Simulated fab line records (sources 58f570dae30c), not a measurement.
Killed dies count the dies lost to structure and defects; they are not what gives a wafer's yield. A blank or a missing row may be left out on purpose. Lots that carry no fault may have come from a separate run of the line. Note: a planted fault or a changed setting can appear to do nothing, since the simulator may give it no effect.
2 desks, one fault    flow berkeley cmos170    every desk sees just its own numbers, and what lay behind them comes last

## THE METROLOGY DESK
Means of the sampled wafers that have a number, per lot and without regard to the tool the lot ran on: this is what the gauges read. Any lot whose mean is over 4 standard deviations away from the usual mean is out of limits and marked OUT; that distance is given in the brackets.
Columns: A = M2_AL_THK at UCB170_M2_THK_MEAS_03, usual 890 nm; B = cd nm at UCB170_M2_CD_MEAS_15, usual 700.2 nm; C = V2_TEOS_THK at UCB170_V2_THK_MEAS_01, usual 2000 nm; D = M3_AL_RS at UCB170_M3_RS_MEAS_02, usual 0.0321 ohm/sq; E = M3_AL_THK at UCB170_M3_THK_MEAS_03, usual 895 nm
lot   first seen here  A    B      C     D                 E
L408  day 7 05:13      877  702.7  1977  0.0319            897
L409  day 7 09:35      884  699.3  2005  0.0324            884
L413  day 8 11:13      877  701.9  1998  0.0322            888
L417  day 9 04:53      877  699.8  1987  0.0245 (-21) OUT  1205 (+31) OUT
L420  day 10 00:45     875  699.9  1999  0.0321            896
L421  day 10 11:40     898  699.8  1988  0.0325            893
L422  day 11 02:20     900  697.8  2002  0.0324            885
L428  day 11 06:11     875  700.5  1994  0.0323            885
L423  day 11 06:18     894  699.3  1980  0.0318            902
L425  day 11 06:34     884  701.1  2028  0.0321            889
L424  day 11 06:50     888  701.1  2025  0.0320            898
L429  day 11 18:54     912  699.0  1976  0.0322            892
L431  day 11 23:06     901  698.6  2016  0.0316            909
This desk finds L417 out of limits, with the earliest case on L417 at day 9 10:13 (M3_AL_RS at UCB170_M3_RS_MEAS_02). L408, L409, L413, L420, L421, L422, L428, L423, L425, L424, L429, L431: within limits.

## THE TOOL OWNER'S DESK: pvd sputter-02
The tool's own readings at UCB170_M3_SPUTTER_01 (material Al, target thk 900 nm, time 120 s): means of the sampled wafers that have a number, for each lot that ran on this tool. Any lot whose mean is over 4 standard deviations away from the usual mean is out of limits and marked OUT; that distance is given in the brackets.
Columns: A = throttle valve pct at UCB170_M3_SPUTTER_01, usual 29.7 %
lot   first seen here  A
L408  day 7 12:49      28.8
L409  day 7 16:11      28.8
L417  day 9 10:08      30.2
This desk's finding: nothing out of limits on any of the 3 lots.

## TAKEN TOGETHER
An alarm was possible from the metrology desk at day 9 10:13, on L417.
Nothing out of limits was seen by the tool owner's desk.
The tool owner's desk has L417 on record, within its limits.
Of the lots named, all ran UCB170_M3_SPUTTER_01 on pvd sputter-02.

## WHAT THE SIMULATOR PUT IN
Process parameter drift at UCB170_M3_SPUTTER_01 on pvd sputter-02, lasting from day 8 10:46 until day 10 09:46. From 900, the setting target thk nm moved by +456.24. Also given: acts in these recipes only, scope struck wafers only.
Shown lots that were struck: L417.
Hours from the fault's start to each desk's first reading out of limits: the metrology desk, 23.
